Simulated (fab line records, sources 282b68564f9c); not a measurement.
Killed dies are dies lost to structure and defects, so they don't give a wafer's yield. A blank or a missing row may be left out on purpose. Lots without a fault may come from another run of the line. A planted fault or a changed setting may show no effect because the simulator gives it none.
fab line records | flow rit_cmos
record lots=13 wafers=39 last_day=7
route steps=202 shown NRETRO@56 PRETRO@74 M1@202
lots that met no fault: from a run of the same line without faults
start_h: hours from the record's first day to the start of the lot's first wafer shown | wait_h: hours since the lot's step before | " the same as in the row above | L1.1+2: a row that stands for several wafers | - no value, or no start given | * or withheld: withheld | < > ~ a bound
route shown NAME@n: a module of which the file shows steps, and the number in the route of the first | usual: mean/standard deviation of fault-free wafers | same: alike in all rows | chamber/n: place in a boat | sites: the reading at each site | _std_site: their standard deviation | _edge_site: outer sites' mean less inner sites' | radius_mm: how far each site lies from the wafer's centre | mask NAME#n: copy n | behind: the tool/chamber that last shaped the wafer | hold: why the lot was held/for how many hours/how that ended | device: the transistor (n, p or np) that didn't switch | end of line: the same wafers' tests at the end of the route | a step without rows: its recipe alone | killed: dies lost to structure and defects at the first sort, not the wafer's yield | map: a wafer's dies, x killed, . not, _ none there
set.NAME: the setting as run; set.NAME@STEP: as run at that earlier step | model.NAME: the simulator's own value behind a step, which no gauge read
steps of the route over a sample of lots; a table a step, a row a wafer
services: from which hour (start_h, from the record's first day; less than 0 if before it) a tool's chamber was out of use, for how many hours, and why
## steps
# step RIT_NRETRO_EXPOSE_03
# recipe mask_id=M4 na=0.57 target_cd_nm=43900 dose_mj=250
# columns lot.wafer tool chamber start_h wait_h mask
L351.1+4+5 iline_stepper-02 0 30.08 0.2 M4#0
L352.2+4+6 iline_stepper-01 0 36.57 0.2 M4#0
L353.2+3+5 iline_stepper-02 0 41.89 0.2 M4#0
L354.1+3+4 iline_stepper-02 0 48.55 0.1 M4#0
L355.2+4+6 iline_stepper-02 0 55.00 0.1 M4#0
L356.1+2+3 iline_stepper-02 0 60.82 0.1 M4#0
L357.2+4+5 iline_stepper-01 0 64.32 0.2 M4#0
L358.2+4+6 iline_stepper-01 0 68.10 0.1 M4#0
L364.2+3+5 iline_stepper-02 0 95.86 0.1 M5#0
L371.1+2+5 iline_stepper-01 0 130.07 0.2 M4#0
L372.1+3+4 iline_stepper-02 0 136.46 0.2 M4#0
L373.1+2+4 iline_stepper-01 0 141.55 0.2 M4#0
L374.2+5+6 iline_stepper-01 0 146.77 0.1 M4#0
# step RIT_NRETRO_OVL_MEAS_06
# usual NRETRO_OVL=-1.7/1.6
# columns lot.wafer tool chamber start_h wait_h NRETRO_OVL[nm]
L351.1 overlay-02 - 30.51 - -2.0
L351.4 " - " " -3.7
L351.5 " - " " -2.5
L352.2 overlay-01 - 36.99 - -1.0
L352.4 " - " " 0.1
L352.6 " - " " 0.7
L353.2 overlay-01 - 42.31 - -4.2
L353.3 " - " " -4.0
L353.5 " - " " -3.2
L354.1 overlay-01 - 48.98 - -3.3
L354.3 " - " " -2.9
L354.4 " - " " -0.9
L355.2 overlay-01 - 55.42 - -2.6
L355.4 " - " " -1.8
L355.6 " - " " -4.5
L356.1 overlay-02 - 61.25 - -1.4
L356.2 " - " " -0.6
L356.3 " - " " -2.9
L357.2 overlay-02 - 64.74 - -2.3
L357.4 " - " " -1.3
L357.5 " - " " -2.1
L358.2 overlay-01 - 68.52 - -0.1
L358.4 " - " " 0.3
L358.6 " - " " -0.8
L364.2 overlay-01 - 96.28 - -
L364.3 " - " " -
L364.5 " - " " -
L371.1 overlay-01 - 130.50 - -0.9
L371.2 " - " " 0.9
L371.5 " - " " -0.9
L372.1 overlay-02 - 137.07 - -2.0
L372.3 " - " " -2.4
L372.4 " - " " -4.0
L373.1 overlay-01 - 142.02 - -0.3
L373.2 " - " " -0.7
L373.4 " - " " -1.3
L374.2 overlay-01 - 147.19 - -0.4
L374.5 " - " " 1.2
L374.6 " - " " 0.1
# step RIT_NRETRO_TW_MEAS_10
# usual NRETRO_TW=1046/4.2
# columns lot.wafer tool chamber start_h wait_h NRETRO_TW
L351.1 film_metro-04 - 31.12 0.1 1048
L351.4 " - " " 1050
L351.5 " - " " 1047
L352.2 film_metro-02 - 37.60 0.1 1041
L352.4 " - " " 1042
L352.6 " - " " 1042
L353.2 film_metro-02 - 42.92 0.1 1039
L353.3 " - " " 1040
L353.5 " - " " 1035
L354.1 film_metro-03 - 49.66 0.1 1046
L354.3 " - " " 1045
L354.4 " - " " 1043
L355.2 film_metro-04 - 56.03 0.1 1047
L355.4 " - " " 1049
L355.6 " - " " 1049
L356.1 film_metro-04 - 61.86 0.1 1052
L356.2 " - " " 1050
L356.3 " - " " 1051
L357.2 film_metro-03 - 65.51 0.1 1045
L357.4 " - " " 1047
L357.5 " - " " 1047
L358.2 film_metro-04 - 69.13 0.1 1049
L358.4 " - " " 1053
L358.6 " - " " 1048
L364.2 film_metro-02 - 96.89 0.1 30
L364.3 " - " " 30
L364.5 " - " " 30
L371.1 film_metro-02 - 131.11 0.1 1052
L371.2 " - " " 1045
L371.5 " - " " 1047
L372.1 film_metro-02 - 137.78 0.1 1050
L372.3 " - " " 1047
L372.4 " - " " 1051
L373.1 film_metro-03 - 142.63 0.1 1051
L373.2 " - " " 1047
L373.4 " - " " 1044
L374.2 film_metro-02 - 147.80 0.1 1044
L374.5 " - " " 1042
L374.6 " - " " 1043
# step RIT_PRETRO_TW_MEAS_10
# usual PRETRO_TW=475/4
# columns lot.wafer tool chamber start_h wait_h PRETRO_TW
L351.1 film_metro-01 - 32.80 0.1 485
L351.4 " - " " 480
L351.5 " - " " 483
L352.2 film_metro-04 - 39.37 0.1 474
L352.4 " - " " 474
L352.6 " - " " 476
L353.2 film_metro-03 - 44.60 0.1 473
L353.3 " - " " 475
L353.5 " - " " 475
L354.1 film_metro-04 - 51.21 0.1 475
L354.3 " - " " 476
L354.4 " - " " 474
L355.2 film_metro-03 - 57.71 0.1 472
L355.4 " - " " 470
L355.6 " - " " 472
L356.1 film_metro-03 - 63.49 0.1 471
L356.2 " - " " 471
L356.3 " - " " 471
L357.2 film_metro-04 - 67.19 0.1 476
L357.4 " - " " 473
L357.5 " - " " 473
L358.2 film_metro-03 - 70.80 0.1 472
L358.4 " - " " 475
L358.6 " - " " 471
L364.2 film_metro-03 - 98.44 0.1 1072
L364.3 " - " " 1069
L364.5 " - " " 1070
L371.1 film_metro-04 - 132.66 0.1 475
L371.2 " - " " 479
L371.5 " - " " 476
L372.1 film_metro-01 - 139.33 0.1 483
L372.3 " - " " 479
L372.4 " - " " 481
L373.1 film_metro-03 - 144.31 0.1 476
L373.2 " - " " 471
L373.4 " - " " 473
L374.2 film_metro-03 - 149.35 0.1 476
L374.5 " - " " 475
L374.6 " - " " 474
# step RIT_M1_PROBE_99
# usual killed_at_contacts=0.1/0.3 killed_at_front_end=6.7/2.6 killed_dies=6.8/2.6 killed_on_rim=1.9/1.3 killed_open=3.3/1.7 killed_short=3.4/2
# same gross_dies=264 killed_at_M0_to_M3=0 killed_at_M4_up=0 killed_at_back_side=0 killed_at_other=0
# columns lot.wafer tool chamber start_h wait_h killed_at_contacts killed_at_front_end killed_dies killed_on_rim killed_open killed_short
L364.2 prober-01 - 124.77 0.1 0 264 264 70 3 1
L364.3 prober-01 - 124.82 0.2 0 264 264 70 3 0
L364.5 prober-01 - 124.92 0.2 1 263 264 70 2 5
# killed by level:class
L364.2 NRETRO:area_expose=260 GATE:geometric_particle:open=2 GATE:geometric_particle:short=1 SPACER:geometric_particle:open=1
L364.3 NRETRO:area_expose=261 GATE:geometric_particle:open=1 SPACER:geometric_particle:open=1 SILICIDE:geometric_particle:open=1
L364.5 NRETRO:area_expose=257 GATE:geometric_particle:short=4 GATE:geometric_particle:open=2 CONTACT:geometric_particle:short=1
## services
# columns tool chamber start_h hours kind
iline_stepper-01 0 8.40 - calibration
iline_stepper-02 - 70.56 2.1 repair
iline_stepper-01 - 84.15 8.8 repair
iline_stepper-01 - 84.47 8.8 repair
iline_stepper-01 - 117.68 2.5 repair
iline_stepper-02 0 132.33 - calibration
iline_stepper-02 - 145.93 7.0 repair
## key
first_sign step=RIT_NRETRO_EXPOSE_03 reading=mask direction=changed
effect step=RIT_NRETRO_OVL_MEAS_06 reading=NRETRO_OVL direction=missing
effect step=RIT_NRETRO_TW_MEAS_10 reading=NRETRO_TW direction=down sigmas=99+ usual=1046 struck=30
effect step=RIT_PRETRO_TW_MEAS_10 reading=PRETRO_TW direction=up sigmas=99+ usual=475 struck=1070
effect step=RIT_M1_PROBE_99 reading=killed_at_front_end direction=up sigmas=98 usual=6.7 struck=263.7
more_kills_born_at RIT_NRETRO_EXPOSE_03@iline_stepper-02=778
met_at RIT_NRETRO_EXPOSE_03
struck_lots L364
tester_left_out L364
onset_between 60.82 95.86
fault kind=wrong_mask tool=any chamber=- onset_h=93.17 steps=RIT_NRETRO_EXPOSE_03 aux_copy=M5#0 scope=struck_lots_only
# tester_left_out: of these lots the tester's yield and bins aren't shown, on N5 and GAA mostly nor the transistor test; their killed dies are dies lost to structure and defects alone, not to doping, threshold or leakage, so they don't give the yield
